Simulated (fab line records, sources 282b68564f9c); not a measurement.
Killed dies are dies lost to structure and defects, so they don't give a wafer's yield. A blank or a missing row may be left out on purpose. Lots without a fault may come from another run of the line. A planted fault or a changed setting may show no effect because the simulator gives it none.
Split-lot experiment | flow rit_cmos | 5 lots, 23 wafers read, on a route of 202 steps

THE SPLIT
At RIT_PRETRO_IMPLANT_08, the setting energy_kev was moved away from the recipe's 45 on 8 of the 23 wafers read, by -3.4% to +5.4%. The other wafers ran this setting at the recipe's value.

The reading is taken at the split's own step.

THE READING
implant.drp_nm (the simulator's own value, which no gauge read), in nm, at RIT_PRETRO_IMPLANT_08. The file gives no usual value for it.

wafer  | tool, chamber at the split | energy_kev as run | against the recipe | implant.drp_nm, nm | against lot-mates on the recipe
L076.1 | implanter-04, 0            | 46.27             | +2.8%              | 55.99              | +0.92
L076.3 | implanter-04, 0            | 46.27             | +2.8%              | 55.99              | +0.92
L076.4 | implanter-04, 0            | 46.27             | +2.8%              | 55.99              | +0.92
L076.5 | implanter-04, 0            | 45                | recipe             | 55.07              | -
L076.6 | implanter-04, 0            | 45                | recipe             | 55.07              | -
L078.1 | implanter-03, 0            | 45                | recipe             | 55.07              | -
L078.2 | implanter-03, 0            | 45                | recipe             | 55.07              | -
L078.3 | implanter-03, 0            | 45                | recipe             | 55.07              | -
L078.5 | implanter-03, 0            | 45                | recipe             | 55.07              | -
L078.6 | implanter-03, 0            | 45                | recipe             | 55.07              | -
L079.1 | implanter-02, 0            | 45                | recipe             | 55.07              | -
L079.2 | implanter-02, 0            | 45                | recipe             | 55.07              | -
L079.5 | implanter-02, 0            | 45                | recipe             | 55.07              | -
L079.3 | implanter-02, 0            | 43.45             | -3.4%              | 53.93              | -1.14
L079.4 | implanter-02, 0            | 43.45             | -3.4%              | 53.93              | -1.14
L082.3 | implanter-04, 0            | 45                | recipe             | 55.07              | -
L082.5 | implanter-04, 0            | 45                | recipe             | 55.07              | -
L082.6 | implanter-04, 0            | 45                | recipe             | 55.07              | -
L084.2 | implanter-04, 0            | 47.41             | +5.4%              | 56.79              | +1.72
L084.5 | implanter-04, 0            | 47.41             | +5.4%              | 56.79              | +1.72
L084.6 | implanter-04, 0            | 47.41             | +5.4%              | 56.79              | +1.72
L084.3 | implanter-04, 0            | 45                | recipe             | 55.07              | -
L084.4 | implanter-04, 0            | 45                | recipe             | 55.07              | -

THE FIT
A straight line over all 23 wafers: implant.drp_nm changes by +0.324 nm for each +1% of energy_kev; r = +1.00; the points scatter about the line by 0.0089 nm.
The same after taking each lot's own level away (the mean of its wafers on the recipe; 23 wafers): +0.324 nm for each +1%; r = +1.00; scatter 0.0089 nm.
On that fit, the largest move of energy_kev shifts the reading by 1.7 nm.
The lots' own levels span 55.070 to 55.070 nm.
So the lot-to-lot level changes the slope little: the two slopes agree.
Check: with one of the wafers moved furthest among these (+5.4%) left out of the fit, the line predicts +1.74 nm for it against its lot-mates. It came out at +1.72 nm against them.

OTHER SPLITS ON THESE WAFERS
These wafers also went through other splits before the reading. Each is held against what the fit with the lots' levels taken away leaves over:
other split on the same wafers   | wafers away from the commonest value | r with implant.drp_nm (lot level and that fit taken away)
RIT_ACTIVE_CVD_03 temp_c         | 10                                   | +0.62
RIT_ACTIVE_DEVELOP_10 dev_temp_c | 10                                   | +0.26
RIT_FOX2_OXIDATION_00 ox_time_s  | 18                                   | +0.06
RIT_PWELL_IMPLANT_08 energy_kev  | 11                                   | -0.35
RIT_NRETRO_COAT_01 resist_thk_nm | 7                                    | +0.01
RIT_PRETRO_COAT_01 spin_rpm      | 8                                    | +0.65

THE WHOLE CHAIN: every reading that the file lists as answering this split, in the file's order
step                  | what it does | reading                                                         | change (the file's fit)               | r (the file's)
RIT_PRETRO_IMPLANT_08 |              | implant.rp_nm (the simulator's own value, which no gauge read)  | +1.36 nm for each +1% of the setting  | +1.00
RIT_PRETRO_IMPLANT_08 |              | implant.drp_nm (the simulator's own value, which no gauge read) | +0.324 nm for each +1% of the setting | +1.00

THE FILE'S OWN FIT
implant.drp_nm changes by +0.324 nm for each +1% of energy_kev, r = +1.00.
